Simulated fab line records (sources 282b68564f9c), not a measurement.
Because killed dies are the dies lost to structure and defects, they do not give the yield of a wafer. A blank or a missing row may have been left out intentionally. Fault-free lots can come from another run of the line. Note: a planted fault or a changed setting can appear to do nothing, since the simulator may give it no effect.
Which tool did it?    flow ritCmos    42 wafers from 14 lots sampled at 2 of the route's 202 steps

## WHAT EACH GAUGE READ, for each wafer
The record lacks any reading of a measuring or inspecting step that a usual standard deviation could be used to judge.

## WHICH TOOL RAN EACH LOT (tool, then ch and the chambers of the sampled wafers, then the start)
lot   RIT_SDANNEAL_CLEAN_02          RIT_M1_PROBE_99
L361  wetBench-01 ch 0, day 3 11:02  prober-02, day 3 18:38
L362  wetBench-01 ch 1, day 3 16:05  prober-01, day 3 23:50
L363  wetBench-03 ch 3, day 3 22:30  -
L364  wetBench-01 ch 2, day 4 02:59  prober-01, day 4 10:35
L365  wetBench-03 ch 0, day 4 07:26  prober-02, day 4 15:04
L370  wetBench-01 ch 2, day 5 08:11  prober-01, day 5 15:55
L373  wetBench-03 ch 3, day 5 23:45  prober-02, day 6 08:40
L374  wetBench-03 ch 0, day 6 04:28  prober-01, day 6 12:12
L375  wetBench-03 ch 2, day 6 10:01  prober-02, day 6 17:41
L376  wetBench-03 ch 3, day 6 15:07  -
L377  wetBench-03 ch 0, day 6 20:17  -
L378  wetBench-03 ch 3, day 6 23:49  -
L381  wetBench-04 ch 2, day 7 15:22  prober-02, day 8 02:02
L382  wetBench-04 ch 2, day 7 19:43  -
- RIT_SDANNEAL_CLEAN_02: cleans in SC2, time 600 s.
- RIT_M1_PROBE_99

## WHAT THE TOOLS THEMSELVES READ (means of the sampled wafers that have a number; where no wafer has one, the mark that the record gives instead)
RIT_M1_PROBE_99.
lot   tool       killedAtContacts  killedAtFrontEnd  killedDies  killedOnRim  killedOpen  killedShort
L361  prober-02  0.0               5.7               5.7         1.3          1.0         4.7
L362  prober-01  0.0               4.7               4.7         0.7          2.0         2.7
L364  prober-01  0.0               19.3              19.3        7.3          1.3         1.0
L365  prober-02  0.3               9.0               9.3         1.3          4.7         4.7
L370  prober-01  0.0               22.7              22.7        8.3          6.0         1.7
L373  prober-02  0.0               6.0               6.0         1.0          3.0         3.0
L374  prober-01  0.0               9.0               9.0         2.0          4.3         4.7
L375  prober-02  0.0               6.3               6.3         2.7          3.0         3.0
L381  prober-02  0.0               5.7               5.7         1.3          4.0         1.7

## THE ANSWER, worked out from the rows above alone
Rule: the lots themselves supply what counts as usual. The widest of any qualifying gaps counts: lots, ordered by their means at a reading, are off when they make up no more than a third of the lots, leave a main group of 4 or more, and stand apart from it by 3 or more times the standard deviation of that group's means. A main group is skipped when, at the precision printed for the reading in the tables above, its means are all equal. Also off: a lot with no number at a reading for which 4 or more lots have one. All remaining lots with rows at the step are treated as sound. First the gauges in route order, then the tools' own readings, where a lot's mean is used as printed above. At the first step where some lot is off, the reading lying furthest off is the one used; lots without a number count as furthest.
Off: L364, L370, at RIT_M1_PROBE_99 (killedOnRim). Main group: mean 1.5, sd 0.62. Neither off nor sound, because the step has no rows for them: L363, L376, L377, L378, L382.
A tool fits if, at that step or a process step before it, it ran every lot that is off, and no sound lot after the first of them. One candidate fits, namely wetBench-01 at RIT_SDANNEAL_CLEAN_02. A fault onset in the window from L362 (day 3 16:05, its last sound lot) to L364 (day 4 02:59, its first lot off) fits.

## WHAT THE SIMULATOR PUT IN
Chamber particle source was wetBench-01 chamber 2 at RIT_SDANNEAL_CLEAN_02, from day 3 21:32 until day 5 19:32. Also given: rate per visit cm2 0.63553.
Shown lots that were struck: L364, L370. Same finding as the rule above.
